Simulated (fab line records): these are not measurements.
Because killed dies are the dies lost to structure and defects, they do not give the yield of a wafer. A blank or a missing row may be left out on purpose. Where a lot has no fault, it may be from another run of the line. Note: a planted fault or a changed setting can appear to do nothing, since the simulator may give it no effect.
fab line records | flow berkeleyCmos170 | part 1 of 2: steps 1 to 30 of 43
record lots=5 wafers=15 lastDay=12
route steps=331 shown ACTIVE@64 PFIELD@79 FIELD@89 SACOX@97 SCREENOX@100 NVT@104
lots that met no fault: taken from a fault-free run of the same line
startH: hours from the record's opening day to when the first of the lot's shown wafers began | waitH: hours from the lot's prior step to this one | " as in the row above | L1.1+2: a row that stands for several wafers | - either no value or no given start | * or withheld: withheld | < > ~ a bound
route shown NAME@n: a module of which the file shows steps, and the number in the route of the first | usual: mean/standard deviation of fault-free wafers | same: alike in all rows | chamber/n: place in a boat | sites: each site's reading | _std_site: the standard deviation of these | _edge_site: the outer-site mean with the inner-site mean subtracted | radiusMm: how far each site lies from the wafer's centre | mask NAME#n: copy n | behind: tool/chamber where the wafer was last shaped | hold: cause of the lot's hold/its duration in hours/its outcome | device: names the non-switching transistor (n, p or np) | end of line: tests run on the same wafers once the route is complete | a step without rows: its recipe alone | killed: dies that structure and defects cost at the first sort, which is not the same as the wafer's yield | map: a wafer's dies, x killed, . not, _ none there
set.NAME: the setting that was run; set.NAME@STEP: the one run at that earlier step | model.NAME: the simulator's own value behind a step, which no gauge read
lots seen at some steps along the route; tables by step, rows by wafer
services: from which hour (startH, from the record's first day; less than 0 if before it) a tool's chamber was out of use, for how many hours, and why
## steps
# step UCB170_ACTIVE_ANNEAL_04
# recipe tempC=1000 timeS=900 ambient=N2
# usual zonePowerCentrePct=51.0/1.5
# columns lot.wafer tool chamber startH waitH zonePowerCentrePct
L075.1 furnace-02 0 91.51 4.5 52.4
L075.5 " 0 " " 53.1
L075.6 " 0 " " 52.4
L087.1 furnace-02 0 152.23 7.3 52.8
L087.3 " 0 " " 52.6
L087.4 " 0 " " 52.9
L089.2 furnace-04 0 170.88 3.4 49.6
L089.3 " 0 " " 49.1
L089.4 " 0 " " 49.1
L092.3 furnace-04 0 170.88 3.4 50.0
L092.5 " 0 " " 48.5
L092.6 " 0 " " 49.1
L094.2 furnace-02 0 187.46 5.0 52.1
L094.4 " 0 " " 52.5
L094.6 " 0 " " 50.9
# step UCB170_ACTIVE_CVD_05
# recipe material=Si3N4 targetThkNm=220 tempC=800 precursor=SiH2Cl2/NH3 timeS=3300 pressureMtorr=200 sih2cl2FlowSccm=25 nh3FlowSccm=75
# usual sih2cl2FlowSccm=25.01/0.069 zonePowerCentrePct=36/5.6
# columns lot.wafer tool chamber startH waitH sih2cl2FlowSccm zonePowerCentrePct
L075.1 lpcvd-02 1 92.76 0.0 24.91 36
L075.5 " 1 " " 24.99 36
L075.6 " 1 " " 25.05 36
L087.1 lpcvd-01 1 153.99 0.5 25.00 43
L087.3 " 1 " " 24.97 42
L087.4 " 1 " " 25.01 42
L089.2 lpcvd-01 0 172.13 0.0 24.96 29
L089.3 " 0 " " 25.03 29
L089.4 " 0 " " 24.98 30
L092.3 lpcvd-01 1 172.13 0.0 24.87 42
L092.5 " 1 " " 24.96 42
L092.6 " 1 " " 24.89 43
L094.2 lpcvd-01 0 188.71 0.0 25.03 29
L094.4 " 0 " " 25.10 29
L094.6 " 0 " " 25.00 29
# step UCB170_ACTIVE_THK_MEAS_06
# recipe reads=Si3N4_of_ACTIVE_CVD_05
# usual ACTIVE_NITRIDE_THK=221.0/2.2
# columns lot.wafer tool chamber startH waitH ACTIVE_NITRIDE_THK[nm]
L075.1 filmMetro-03 - 94.68 0.0 221.0
L075.5 " - " " 222.1
L075.6 " - " " 220.5
L087.1 filmMetro-01 - 155.97 0.1 223.2
L087.3 " - " " 223.0
L087.4 " - " " 219.8
L089.2 filmMetro-02 - 174.05 0.0 224.3
L089.3 " - " " 223.6
L089.4 " - " " 223.5
L092.3 filmMetro-02 - 174.18 0.1 221.1
L092.5 " - " " 220.7
L092.6 " - " " 222.3
L094.2 filmMetro-03 - 190.64 0.0 223.0
L094.4 " - " " 221.7
L094.6 " - " " 223.2
# step UCB170_ACTIVE_HMDS_07
# recipe primeTimeS=60 primeTempC=100
# columns lot.wafer tool chamber startH waitH
L075.1+5+6 lithoTrack-02 0 94.74 0.1
L087.1+3+4 lithoTrack-03 0 156.90 0.9
L089.2+3+4 lithoTrack-02 0 174.34 0.3
L092.3+5+6 lithoTrack-04 0 175.02 0.8
L094.2+4+6 lithoTrack-02 0 191.17 0.5
# step UCB170_ACTIVE_COAT_08
# recipe resist=KrF spinRpm=1500 resistThkNm=900
# columns lot.wafer tool chamber startH waitH
L075.1+5+6 lithoTrack-02 0 94.89 0.1
L087.1+3+4 lithoTrack-03 0 157.05 0.1
L089.2+3+4 lithoTrack-02 0 174.49 0.1
L092.3+5+6 lithoTrack-04 0 175.17 0.1
L094.2+4+6 lithoTrack-02 0 191.32 0.1
# step UCB170_ACTIVE_SOFTBAKE_09
# recipe resist=KrF tempC=130 timeS=60
# columns lot.wafer tool chamber startH waitH
L075.1+5+6 lithoTrack-02 0 95.04 0.1
L087.1+3+4 lithoTrack-03 0 157.20 0.1
L089.2+3+4 lithoTrack-02 0 174.64 0.1
L092.3+5+6 lithoTrack-04 0 175.32 0.1
L094.2+4+6 lithoTrack-02 0 191.47 0.1
# step UCB170_ACTIVE_EXPOSE_10
# recipe maskId=ACTIVE targetCdNm=1200 na=0.5 sigmaOuter=0.6 sourceShape=conventional doseMj=20
# columns lot.wafer tool chamber startH waitH mask
L075.1+5+6 krfScanner-01 0 95.31 0.2 ACTIVE#0
L087.1+3+4 krfScanner-02 0 - - ACTIVE#0
L089.2+3+4 krfScanner-02 0 174.78 0.1 ACTIVE#0
L092.3+5+6 krfScanner-02 0 175.73 0.4 ACTIVE#0
L094.2+4+6 krfScanner-01 0 191.74 0.2 ACTIVE#0
# step UCB170_ACTIVE_PEB_11
# recipe pebTempC=130 pebTimeS=withheld resist=KrF
# columns lot.wafer tool chamber startH waitH
L075.1+5+6 lithoTrack-03 0 95.42 0.1
L087.1+3+4 lithoTrack-02 0 - -
L089.2+3+4 lithoTrack-02 0 175.24 0.4
L092.3+5+6 lithoTrack-03 0 175.86 0.1
L094.2+4+6 lithoTrack-02 0 192.79 1.0
# step UCB170_ACTIVE_DEVELOP_12
# recipe developer=TMAH developTimeS=45 resist=KrF devTempC=21
# columns lot.wafer tool chamber startH waitH
L075.1+5+6 lithoTrack-03 0 - -
L087.1+3+4 lithoTrack-02 0 - -
L089.2+3+4 lithoTrack-02 0 - -
L092.3+5+6 lithoTrack-03 0 - -
L094.2+4+6 lithoTrack-02 0 - -
# step UCB170_ACTIVE_CD_MEAS_13
# recipe targetCdNm=1200
# usual cdNm=1199.4/1.1
# columns lot.wafer tool chamber startH waitH cdNm
L075.1 cdSem-01 - 95.70 - 1200.9
L075.5 " - " " 1200.2
L075.6 " - " " 1200.4
L087.1 cdSem-01 - 159.33 - 1198.9
L087.3 " - " " 1199.9
L087.4 " - " " 1199.6
L089.2 cdSem-01 - 175.51 - 1200.8
L089.3 " - " " 1201.0
L089.4 " - " " 1200.0
L092.3 cdSem-01 - 176.13 - 1197.1
L092.5 " - " " 1198.8
L092.6 " - " " 1198.9
L094.2 cdSem-01 - 193.06 - 1197.7
L094.4 " - " " 1200.0
L094.6 " - " " 1199.8
# step UCB170_ACTIVE_OVL_MEAS_14
# usual ACTIVE_OVL=-2/5.3
# columns lot.wafer tool chamber startH waitH ACTIVE_OVL[nm]
L075.1 overlay-02 - 95.82 0.1 -5
L075.5 " - " " -7
L075.6 " - " " -6
L087.1 overlay-01 - 159.45 0.1 -1
L087.3 " - " " 1
L087.4 " - " " 0
L089.2 overlay-01 - 175.61 0.1 -2
L089.3 " - " " 6
L089.4 " - " " -2
L092.3 overlay-02 - 176.22 0.1 -3
L092.5 " - " " -8
L092.6 " - " " -7
L094.2 overlay-02 - 193.17 0.1 -5
L094.4 " - " " 1
L094.6 " - " " 5
# step UCB170_ACTIVE_ETCH_15
# recipe chemistry=CH3F/Ar/O2 target=Si3N4 stopOn=SiO2 CH3F_flow_sccm=20 Ar_flow_sccm=50 O2_flow_sccm=7 pressureMtorr=50 rfW=450 targetDepthA=2420 overEtchFrac=0.1 timeS=151
# usual CH3F_flow_sccm=19.99/0.057 drypumpMotorCurrentA=5.7/0.42 mfcArSccm=49.97/0.16 oesProductAu=0.943/0.012 rfFwdPowerW=448.3/1.3 throttleValvePct=8.12/0.11
# columns lot.wafer tool chamber startH waitH CH3F_flow_sccm drypumpMotorCurrentA mfcArSccm oesProductAu rfFwdPowerW rfHoursCounterH throttleValvePct
L075.1 rieDiel-04 1 95.85 0.0 19.91 5.7 49.91 0.936 449.0 2 8.01
L075.5 " 2 " " 20.12 5.5 50.00 0.948 448.1 - 8.11
L075.6 " 3 " " 19.99 6.0 49.85 0.959 450.1 - 8.16
L087.1 rieDiel-02 2 159.49 0.0 19.87 5.8 50.01 0.928 446.9 33 7.99
L087.3 " 1 " " 20.01 6.0 49.81 0.963 446.3 48 8.02
L087.4 " 0 " " 19.88 5.1 50.07 0.938 447.9 80 8.07
L089.2 rieDiel-04 1 175.64 0.0 20.02 5.7 50.08 0.942 450.0 5 8.02
L089.3 " 0 " " 19.98 5.7 49.80 0.937 447.7 15 7.99
L089.4 " 3 " " 20.03 6.0 50.05 0.972 448.7 108 8.17
L092.3 rieDiel-03 0 176.25 0.0 20.06 5.5 50.42 0.938 448.8 2 8.01
L092.5 " 0 " " 20.08 5.5 49.82 0.936 447.7 - 8.02
L092.6 " 3 " " 19.96 6.2 50.15 0.964 446.9 - 8.26
L094.2 rieDiel-03 2 193.20 0.0 19.99 4.8 50.08 0.949 448.2 89 8.28
L094.4 " 3 " " 20.05 6.2 49.81 0.956 449.7 22 8.25
L094.6 " 2 " " 20.00 4.8 50.09 0.939 447.3 - 8.26
# step UCB170_ACTIVE_STRIP_16
# recipe chemistry=O2 powerW=400 pressureMtorr=3500 platenTempC=withheld o2FlowSccm=400 overashFraction=0.5
# usual drypumpMotorCurrentA=5.8/0.45 o2FlowSccm=400.1/1.3 oesProductAu=0.721/0.0041 stripTimeToEndpointS=18.09/0.1
# columns lot.wafer tool chamber startH waitH drypumpMotorCurrentA o2FlowSccm oesProductAu rfHoursCounterH stripTimeToEndpointS
L075.1 plasmaAsher-01 0 95.95 0.1 6.7 400.8 0.714 35 17.76
L075.5 " 1 " " 5.5 399.3 0.723 - 17.94
L075.6 " 0 " " 6.7 401.2 0.721 - 18.01
L087.1 plasmaAsher-01 1 159.59 0.1 5.5 400.0 0.716 4 18.09
L087.3 " 1 " " 5.5 401.5 0.718 - 18.04
L087.4 " 0 " " 6.7 397.9 0.722 - 18.02
L089.2 plasmaAsher-03 1 175.74 0.1 5.8 402.1 0.717 45 17.97
L089.3 " 0 " " 5.7 399.8 0.718 - 18.10
L089.4 " 1 " " 5.9 399.3 0.714 - 18.10
L092.3 plasmaAsher-01 1 176.38 0.1 5.5 400.6 0.719 - 18.03
L092.5 " 1 " " 5.5 402.6 0.718 - 18.14
L092.6 " 0 " " 6.7 400.4 0.721 - 18.08
L094.2 plasmaAsher-03 0 193.30 0.1 5.7 399.3 0.719 47 18.10
L094.4 " 0 " " 5.7 400.2 0.723 - 18.14
L094.6 " 0 " " 5.7 398.8 0.717 - 18.21
# step UCB170_ACTIVE_CD_MEAS_90
# recipe targetCdNm=1200
# usual cdNm=1199.4/1.1
# columns lot.wafer tool chamber startH waitH cdNm
L075.1 cdSem-01 - 96.05 0.1 1200.8
L075.5 " - " " 1200.5
L075.6 " - " " 1200.7
L087.1 cdSem-01 - 160.17 0.6 1198.9
L087.3 " - " " 1199.9
L087.4 " - " " 1199.6
L089.2 cdSem-02 - 175.90 0.1 1200.9
L089.3 " - " " 1201.1
L089.4 " - " " 1199.6
L092.3 cdSem-01 - 176.49 0.1 1197.3
L092.5 " - " " 1198.8
L092.6 " - " " 1198.8
L094.2 cdSem-02 - 193.42 0.1 1198.0
L094.4 " - " " 1200.5
L094.6 " - " " 1200.0
# step UCB170_ACTIVE_CLEAN_17
# recipe chemistry=SPM tempC=120 timeS=600
# usual bathGuardTempC=120.0/0.44
# columns lot.wafer tool chamber startH waitH bathGuardTempC
L075.1 wetBench-02 0 96.17 0.1 120.0
L075.5 " 0 " " 120.1
L075.6 " 0 " " 119.8
L087.1 wetBench-01 1 160.33 0.1 119.9
L087.3 " 1 " " 119.8
L087.4 " 1 " " 120.2
L089.2 wetBench-02 3 176.00 0.1 120.2
L089.3 " 3 " " 119.6
L089.4 " 3 " " 119.7
L092.3 wetBench-01 1 176.57 0.1 119.8
L092.5 " 1 " " 119.8
L092.6 " 1 " " 120.0
L094.2 wetBench-04 3 193.52 0.1 120.2
L094.4 " 3 " " 119.9
L094.6 " 3 " " 119.8
# step UCB170_PFIELD_HMDS_00
# recipe primeTimeS=60 primeTempC=100
# columns lot.wafer tool chamber startH waitH
L075.1+5+6 lithoTrack-01 0 96.42 0.1
L087.1+3+4 lithoTrack-02 0 160.52 0.0
L089.2+3+4 lithoTrack-04 0 176.22 0.0
L092.3+5+6 lithoTrack-02 0 176.99 0.2
L094.2+4+6 lithoTrack-02 0 194.52 0.8
# step UCB170_PFIELD_COAT_01
# recipe resist=KrF spinRpm=1500 resistThkNm=900
# columns lot.wafer tool chamber startH waitH
L075.1+5+6 lithoTrack-01 0 96.57 0.1
L087.1+3+4 lithoTrack-02 0 160.67 0.1
L089.2+3+4 lithoTrack-04 0 176.37 0.1
L092.3+5+6 lithoTrack-02 0 177.14 0.1
L094.2+4+6 lithoTrack-02 0 194.67 0.1
# step UCB170_PFIELD_SOFTBAKE_02
# recipe resist=KrF tempC=130 timeS=60
# columns lot.wafer tool chamber startH waitH
L075.1+5+6 lithoTrack-01 0 96.72 0.1
L087.1+3+4 lithoTrack-02 0 160.82 0.1
L089.2+3+4 lithoTrack-04 0 176.52 0.1
L092.3+5+6 lithoTrack-02 0 177.29 0.1
L094.2+4+6 lithoTrack-02 0 194.82 0.1
# step UCB170_PFIELD_EXPOSE_03
# recipe maskId=PFIELD na=0.5 sigmaOuter=0.6 sourceShape=conventional targetCdNm=1500 doseMj=30
# columns lot.wafer tool chamber startH waitH mask
L075.1+5+6 krfScanner-01 0 96.99 0.2 PFIELD#0
L087.1+3+4 krfScanner-02 0 160.97 0.1 PFIELD#0
L089.2+3+4 krfScanner-02 0 176.66 0.1 PFIELD#0
L092.3+5+6 krfScanner-02 0 177.71 0.4 PFIELD#0
L094.2+4+6 krfScanner-01 0 195.08 0.2 PFIELD#0
# step UCB170_PFIELD_PEB_04
# recipe pebTempC=130 pebTimeS=withheld resist=KrF
# columns lot.wafer tool chamber startH waitH
L075.1+5+6 lithoTrack-01 0 97.11 0.1
L087.1+3+4 lithoTrack-02 0 161.08 0.1
L089.2+3+4 lithoTrack-04 0 177.12 0.4
L092.3+5+6 lithoTrack-04 0 177.84 0.1
L094.2+4+6 lithoTrack-04 0 195.42 0.3
# step UCB170_PFIELD_DEVELOP_05
# recipe developer=TMAH developTimeS=45 resist=KrF devTempC=21
# columns lot.wafer tool chamber startH waitH
L075.1+5+6 lithoTrack-01 0 - -
L087.1+3+4 lithoTrack-02 0 - -
L089.2+3+4 lithoTrack-04 0 - -
L092.3+5+6 lithoTrack-04 0 - -
L094.2+4+6 lithoTrack-04 0 - -
# step UCB170_PFIELD_OVL_MEAS_06
# usual PFIELD_OVL=-2/5.4
# columns lot.wafer tool chamber startH waitH PFIELD_OVL[nm]
L075.1 overlay-02 - 97.39 - 1
L075.5 " - " " 4
L075.6 " - " " -1
L087.1 overlay-02 - 161.36 - -8
L087.3 " - " " -5
L087.4 " - " " -9
L089.2 overlay-02 - 177.37 - -7
L089.3 " - " " -6
L089.4 " - " " -9
L092.3 overlay-01 - 178.08 - -3
L092.5 " - " " -8
L092.6 " - " " 5
L094.2 overlay-01 - 195.68 - 0
L094.4 " - " " -4
L094.6 " - " " 0
# step UCB170_PFIELD_IMPLANT_07
# recipe species=B doseCm2=2e+13 energyKev=80 tiltDeg=7
# usual beamEnergyKeV=80.003/0.023 beamOnS=10.01/0.21
# columns lot.wafer tool chamber startH waitH beamEnergyKeV beamOnS
L075.1 implanter-01 0 97.42 0.0 80.017 9.99
L075.5 " 0 " " 80.040 10.09
L075.6 " 0 " " 80.039 9.91
L087.1 implanter-03 0 161.39 0.0 80.018 10.00
L087.3 " 0 " " 80.032 9.70
L087.4 " 0 " " 80.041 9.85
L089.2 implanter-01 0 177.43 0.0 79.987 10.01
L089.3 " 0 " " 80.019 10.30
L089.4 " 0 " " 79.998 9.86
L092.3 implanter-04 0 178.15 0.1 80.008 9.84
L092.5 " 0 " " 79.994 9.99
L092.6 " 0 " " 79.976 10.19
L094.2 implanter-01 0 195.73 0.0 79.996 10.20
L094.4 " 0 " " 80.058 10.13
L094.6 " 0 " " 80.002 9.76
# step UCB170_PFIELD_STRIP_08
# recipe chemistry=O2 powerW=400 pressureMtorr=3500 platenTempC=withheld o2FlowSccm=400 overashFraction=0.5
# usual drypumpMotorCurrentA=5.8/0.57 o2FlowSccm=400.1/1.2 oesProductAu=0.734/0.0041 stripTimeToEndpointS=21.60/0.079
# columns lot.wafer tool chamber startH waitH drypumpMotorCurrentA o2FlowSccm oesProductAu rfHoursCounterH stripTimeToEndpointS
L075.1 plasmaAsher-01 0 97.57 0.1 6.6 399.6 0.741 36 21.55
L075.5 " 1 " " 5.5 400.6 0.742 - 21.58
L075.6 " 0 " " 6.6 400.2 0.742 - 21.60
L087.1 plasmaAsher-01 1 161.54 0.1 5.5 399.9 0.726 4 21.47
L087.3 " 1 " " 5.5 400.2 0.736 - 21.56
L087.4 " 0 " " 6.7 400.4 0.731 - 21.56
L089.2 plasmaAsher-01 1 177.55 0.1 5.5 398.6 0.734 6 21.56
L089.3 " 1 " " 5.6 398.8 0.732 - 21.62
L089.4 " 0 " " 6.7 399.8 0.739 - 21.55
L092.3 plasmaAsher-03 0 178.29 0.1 5.7 399.8 0.734 - 21.61
L092.5 " 1 " " 5.9 399.7 0.740 - 21.60
L092.6 " 0 " " 5.7 402.3 0.737 - 21.62
L094.2 plasmaAsher-01 0 195.86 0.1 6.7 400.7 0.730 8 21.54
L094.4 " 1 " " 5.5 400.1 0.730 - 21.56
L094.6 " 0 " " 6.6 401.3 0.731 - 21.50
# step UCB170_PFIELD_TW_MEAS_09
# usual PFIELD_TW=600/3.8
# columns lot.wafer tool chamber startH waitH PFIELD_TW
L075.1 filmMetro-04 - 97.67 0.1 592
L075.5 " - " " 596
L075.6 " - " " 593
L087.1 filmMetro-03 - 161.64 0.1 598
L087.3 " - " " 602
L087.4 " - " " 599
L089.2 filmMetro-02 - 177.66 0.1 608
L089.3 " - " " 602
L089.4 " - " " 604
L092.3 filmMetro-03 - 178.37 0.1 595
L092.5 " - " " 603
L092.6 " - " " 600
L094.2 filmMetro-02 - 195.97 0.1 600
L094.4 " - " " 599
L094.6 " - " " 599
# step UCB170_FIELD_CLEAN_00
# recipe chemistry=dHF dilution=25:1 timeS=7.5
# columns lot.wafer tool chamber startH waitH
L075.1+5+6 wetBench-03 1 97.73 0.1
L087.1+3+4 wetBench-03 2 161.70 0.1
L089.2+3+4 wetBench-03 1 177.71 0.0
L092.3+5+6 wetBench-01 2 178.41 0.0
L094.2+4+6 wetBench-03 1 196.08 0.1
# step UCB170_FIELD_OXIDATION_01
# recipe tempC=1000 ambient=H2O pH2oTorr=584.62 targetThkA=5583 oxTimeS=7200
# usual zonePowerCentrePct=49/3.3
# columns lot.wafer tool chamber startH waitH zonePowerCentrePct
L075.1 furnace-03 0 103.71 6.0 45
L075.5 " 0 " " 45
L075.6 " 0 " " 45
L087.1 furnace-02 0 163.08 1.4 52
L087.3 " 0 " " 52
L087.4 " 0 " " 52
L089.2 furnace-03 0 181.22 3.5 45
L089.3 " 0 " " 45
L089.4 " 0 " " 44
L092.3 furnace-03 0 181.22 2.8 45
L092.5 " 0 " " 46
L092.6 " 0 " " 45
L094.2 furnace-04 0 198.18 2.1 49
L094.4 " 0 " " 49
L094.6 " 0 " " 49
# step UCB170_FIELD_THK_MEAS_02
# recipe reads=SiO2_of_FIELD_OXIDATION_01
# usual FIELD_OXIDE_THK=559/14
# columns lot.wafer tool chamber startH waitH FIELD_OXIDE_THK[nm]
L075.1 filmMetro-03 - 106.71 0.0 583
L075.5 " - " " 571
L075.6 " - " " 575
L087.1 filmMetro-04 - 166.11 0.0 549
L087.3 " - " " 549
L087.4 " - " " 548
L089.2 filmMetro-04 - 184.23 0.0 545
L089.3 " - " " 551
L089.4 " - " " 546
L092.3 filmMetro-03 - 184.30 0.1 557
L092.5 " - " " 556
L092.6 " - " " 555
L094.2 filmMetro-03 - 201.24 0.1 564
L094.4 " - " " 558
L094.6 " - " " 561
# step UCB170_FIELD_ANNEAL_03
# recipe tempC=1000 timeS=1200 ambient=N2
# usual zonePowerCentrePct=49.9/1.4
# columns lot.wafer tool chamber startH waitH zonePowerCentrePct
L075.1 furnace-04 0 109.78 3.1 48.9
L075.5 " 0 " " 49.3
L075.6 " 0 " " 49.2
L087.1 furnace-02 0 170.26 4.1 51.3
L087.3 " 0 " " 52.0
L087.4 " 0 " " 51.6
L089.2 furnace-04 0 188.33 4.1 49.4
L089.3 " 0 " " 49.5
L089.4 " 0 " " 48.4
L092.3 furnace-04 0 188.33 4.0 48.5
L092.5 " 0 " " 49.7
L092.6 " 0 " " 48.9
L094.2 furnace-04 0 205.21 4.0 48.8
L094.4 " 0 " " 48.9
L094.6 " 0 " " 48.6
# step UCB170_FIELD_WET_ETCH_04
# recipe chemistry=dHF dilution=10:1 target=SiO2 tempC=25 timeS=60
# columns lot.wafer tool chamber startH waitH
L075.1+5+6 wetBench-01 3 111.11 0.0
L087.1+3+4 wetBench-01 1 171.60 0.0
L089.2+3+4 wetBench-03 3 189.66 0.0
L092.3+5+6 wetBench-03 2 189.66 0.0
L094.2+4+6 wetBench-03 0 206.61 0.1
